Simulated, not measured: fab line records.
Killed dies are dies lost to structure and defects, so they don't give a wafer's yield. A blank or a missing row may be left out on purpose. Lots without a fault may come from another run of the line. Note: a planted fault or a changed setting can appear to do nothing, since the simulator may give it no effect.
What tool caused it? || flow rit_cmos || 14 lots, 42 wafers sampled, at 2 steps of a route of 202

## WHAT EACH GAUGE READ, for each wafer
RIT_CONTACT_THK_MEAS_01. Usual: CONTACT_TEOS_THK typically reads 400 nm, with standard deviation 5.5.
{"lot": "L335", "measured": "day 3 05:23", "on": "film_metro-04", "CONTACT_TEOS_THK (nm)": "399 391 395", "flag": ""}
{"lot": "L337", "measured": "day 3 15:17", "on": "film_metro-03", "CONTACT_TEOS_THK (nm)": "389 399 397", "flag": ""}
{"lot": "L338", "measured": "day 3 23:58", "on": "film_metro-04", "CONTACT_TEOS_THK (nm)": "388 394 406", "flag": ""}
{"lot": "L339", "measured": "day 4 04:38", "on": "film_metro-01", "CONTACT_TEOS_THK (nm)": "395 404 405", "flag": ""}
{"lot": "L340", "measured": "day 4 08:30", "on": "film_metro-01", "CONTACT_TEOS_THK (nm)": "393 398 401", "flag": ""}
{"lot": "L341", "measured": "day 4 15:01", "on": "film_metro-04", "CONTACT_TEOS_THK (nm)": "396 403 409", "flag": ""}
{"lot": "L342", "measured": "day 4 18:43", "on": "film_metro-01", "CONTACT_TEOS_THK (nm)": "400 398 414", "flag": ""}
{"lot": "L344", "measured": "day 5 05:26", "on": "film_metro-04", "CONTACT_TEOS_THK (nm)": "395 407 405", "flag": ""}
{"lot": "L346", "measured": "day 5 12:46", "on": "film_metro-04", "CONTACT_TEOS_THK (nm)": "389 401 400", "flag": ""}
{"lot": "L347", "measured": "day 5 16:58", "on": "film_metro-04", "CONTACT_TEOS_THK (nm)": "379 392 384", "flag": ""}
{"lot": "L350", "measured": "day 6 08:38", "on": "film_metro-04", "CONTACT_TEOS_THK (nm)": "401 398 388 400 399 388", "flag": ""}
{"lot": "L355", "measured": "day 7 08:17", "on": "film_metro-01", "CONTACT_TEOS_THK (nm)": "398 395 398", "flag": ""}
{"lot": "L357", "measured": "day 7 22:37", "on": "film_metro-03", "CONTACT_TEOS_THK (nm)": "398 399 403", "flag": ""}
{"lot": "L358", "measured": "day 8 00:07", "on": "film_metro-01", "CONTACT_TEOS_THK (nm)": "409 394 400", "flag": ""}

## WHAT TOOL EACH LOT RAN ON (gives the tool, then ch and the chambers of the sampled wafers, and finally the start)
{"lot": "L335", "RIT_CONTACT_CVD_00": "pecvd-04 ch 0,1,2, day 3 05:20"}
{"lot": "L337", "RIT_CONTACT_CVD_00": "pecvd-01 ch 0,1,2, day 3 15:14"}
{"lot": "L338", "RIT_CONTACT_CVD_00": "pecvd-04 ch 0,2, day 3 23:55"}
{"lot": "L339", "RIT_CONTACT_CVD_00": "pecvd-02 ch 0,1,2, day 4 04:35"}
{"lot": "L340", "RIT_CONTACT_CVD_00": "pecvd-01 ch 0,1,2, day 4 08:27"}
{"lot": "L341", "RIT_CONTACT_CVD_00": "pecvd-04 ch 0,2, day 4 14:58"}
{"lot": "L342", "RIT_CONTACT_CVD_00": "pecvd-02 ch 0,1,2, day 4 18:40"}
{"lot": "L344", "RIT_CONTACT_CVD_00": "pecvd-04 ch 0,1,2, day 5 05:22"}
{"lot": "L346", "RIT_CONTACT_CVD_00": "pecvd-01 ch 0,1,2, day 5 12:43"}
{"lot": "L347", "RIT_CONTACT_CVD_00": "pecvd-04 ch 0,2, day 5 16:54"}
{"lot": "L350", "RIT_CONTACT_CVD_00": "pecvd-04 ch 0,1,2, day 6 08:34"}
{"lot": "L355", "RIT_CONTACT_CVD_00": "pecvd-02 ch 0,1,2, day 7 08:14"}
{"lot": "L357", "RIT_CONTACT_CVD_00": "pecvd-02 ch 0,2, day 7 22:33"}
{"lot": "L358", "RIT_CONTACT_CVD_00": "pecvd-01 ch 0,2, day 8 00:03"}
- RIT_CONTACT_CVD_00: deposits SiO2 from TEOS, target thk 400 nm, time 61 s.

## WHAT THE TOOLS THEMSELVES READ (means of the sampled wafers that have a number; where no wafer has one, the mark that the record gives instead)
RIT_CONTACT_CVD_00. Usual: heater_power_w 312 W, standard deviation 45.
{"lot": "L335", "tool": "pecvd-04", "heater_power_w (W)": 316, "flag": ""}
{"lot": "L337", "tool": "pecvd-01", "heater_power_w (W)": 263, "flag": ""}
{"lot": "L338", "tool": "pecvd-04", "heater_power_w (W)": 381, "flag": ""}
{"lot": "L339", "tool": "pecvd-02", "heater_power_w (W)": 320, "flag": ""}
{"lot": "L340", "tool": "pecvd-01", "heater_power_w (W)": 268, "flag": ""}
{"lot": "L341", "tool": "pecvd-04", "heater_power_w (W)": 361, "flag": ""}
{"lot": "L342", "tool": "pecvd-02", "heater_power_w (W)": 317, "flag": ""}
{"lot": "L344", "tool": "pecvd-04", "heater_power_w (W)": 321, "flag": ""}
{"lot": "L346", "tool": "pecvd-01", "heater_power_w (W)": 260, "flag": ""}
{"lot": "L347", "tool": "pecvd-04", "heater_power_w (W)": 379, "flag": ""}
{"lot": "L350", "tool": "pecvd-04", "heater_power_w (W)": 347, "flag": ""}
{"lot": "L355", "tool": "pecvd-02", "heater_power_w (W)": 319, "flag": ""}
{"lot": "L357", "tool": "pecvd-02", "heater_power_w (W)": 333, "flag": ""}
{"lot": "L358", "tool": "pecvd-01", "heater_power_w (W)": 267, "flag": ""}

## THE ANSWER, worked out from the rows above alone
Rule: take the mean of a lot's wafers that have a number; if it is more than 3 standard deviations from the usual mean, the lot is off. Also off: a lot with no number at a reading for which 4 or more lots have one. The other lots that the step has rows for count as sound. Order of review: gauges by route order, followed by the tools' own readings, for which a lot's mean as printed above is used. At the first step where some lot is off, the reading lying furthest off is the one used; lots without a number count as furthest.
No lot is off on any of the readings shown, so nothing can be concluded from this.

## WHAT THE SIMULATOR HAD INSERTED
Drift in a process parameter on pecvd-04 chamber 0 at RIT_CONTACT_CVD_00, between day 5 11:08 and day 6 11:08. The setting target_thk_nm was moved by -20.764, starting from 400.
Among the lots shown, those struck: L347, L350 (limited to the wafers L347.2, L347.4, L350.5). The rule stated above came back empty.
